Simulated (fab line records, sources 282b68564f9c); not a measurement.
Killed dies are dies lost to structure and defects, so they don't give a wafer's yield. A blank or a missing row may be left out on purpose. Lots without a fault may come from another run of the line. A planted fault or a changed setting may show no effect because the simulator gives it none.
A struck lot beside a sound one | flow rit_cmos | 18 steps out of a route of 202
Sound: wafers L252.1, L252.3, L252.5. Struck: wafers L262.3, L262.4, L262.5. The cause comes at the end.
At each step with rows: each side's tool, then ch and its chambers, then its first start. Under that, the readings that differ: sound wafers | struck wafers | difference of the means | sigmas: that difference in standard deviations of wafers without a fault.
alike: readings whose means differ by less than 2 such deviations, and words and numbers that are the same on both sides. not compared: withheld readings, readings that some wafer has no value for, bounds like >300 that may hide the same value, and numbers for which the record gives no deviation and whose values overlap.
The two part at a step that has a row with sigmas, a row that says differs or no value, or rows on one side only. Numbers that don't overlap but have no deviation are shown without sigmas and don't part them. A reading that every wafer of one side lacks parts them only if that side has two wafers or more.

first, 4 steps without rows for these wafers: RIT_NSD_SOFTBAKE_02 (time 60 s); RIT_NSD_EXPOSE_03 (exposes mask M9, target cd 40700 nm); RIT_NSD_PEB_04; RIT_NSD_DEVELOP_05 (develop time 50 s).
RIT_NSD_OVL_MEAS_06:
  sound on overlay-01, day 3 16:51; struck on overlay-01, day 6 06:07
  alike: NSD_OVL
then, 2 steps without rows for these wafers: RIT_NSD_HARDBAKE_07 (time 60 s); RIT_NSD_IMPLANT_08.
RIT_NSD_STRIP_09: strips in O2, time 180 s.
  sound on plasma_asher-02 ch 1, day 3 17:11; struck on plasma_asher-04 ch 0,1, day 6 06:30
  alike: drypump_motor_current_A
  not compared: rf_hours_counter_h
RIT_NSD_TW_MEAS_10:
  sound on film_metro-02, day 3 17:22; struck on film_metro-01, day 6 06:38
  alike: NSD_TW
then, 3 steps without rows for these wafers: RIT_PSD_HMDS_00 (prime time 60 s); RIT_PSD_COAT_01 (resist thk 1000 nm); RIT_PSD_SOFTBAKE_02 (time 60 s).
RIT_PSD_EXPOSE_03: exposes mask M10, target cd 40900 nm.
  sound on iline_stepper-01 ch 0, day 3 17:52; struck on iline_stepper-01 ch 0, day 6 07:18
  reading                     | sound             | struck            | difference | sigmas
  model.PSD.overlay_x_nm (nm) | 1.062 1.062 1.062 | 129.9 129.9 129.9 | +128.8     |
  alike: mask, reticle_temp_C
then, 2 steps without rows for these wafers: RIT_PSD_PEB_04; RIT_PSD_DEVELOP_05 (develop time 50 s).
RIT_PSD_OVL_MEAS_06:
  sound on overlay-02, day 3 18:30; struck on overlay-02, day 6 07:40
  reading      | sound        | struck            | difference | sigmas
  PSD_OVL (nm) | 0.5 -1.0 0.9 | 128.0 128.8 128.4 | +128.3     | +92
then, 1 step without rows for these wafers: RIT_PSD_HARDBAKE_07 (time 60 s).
RIT_M1_PROBE_99:
  sound on prober-02, day 4 03:29; struck on prober-02, day 6 16:00
  reading                                                 | sound                | struck               | difference | sigmas
  model.etest.select_edge_diode_p.leak_log10_a (angstrom) | -10.58 -10.31 -10.42 | -10.07 -9.608 -9.687 | +0.65      |
  alike: killed_at_contacts, killed_at_front_end, killed_dies, killed_open, killed_short

WHERE THEY PART
Only at RIT_PSD_OVL_MEAS_06, within this record. Later steps at which nothing parts them and some readings are alike: RIT_M1_PROBE_99.

WHY: what the simulator had put in
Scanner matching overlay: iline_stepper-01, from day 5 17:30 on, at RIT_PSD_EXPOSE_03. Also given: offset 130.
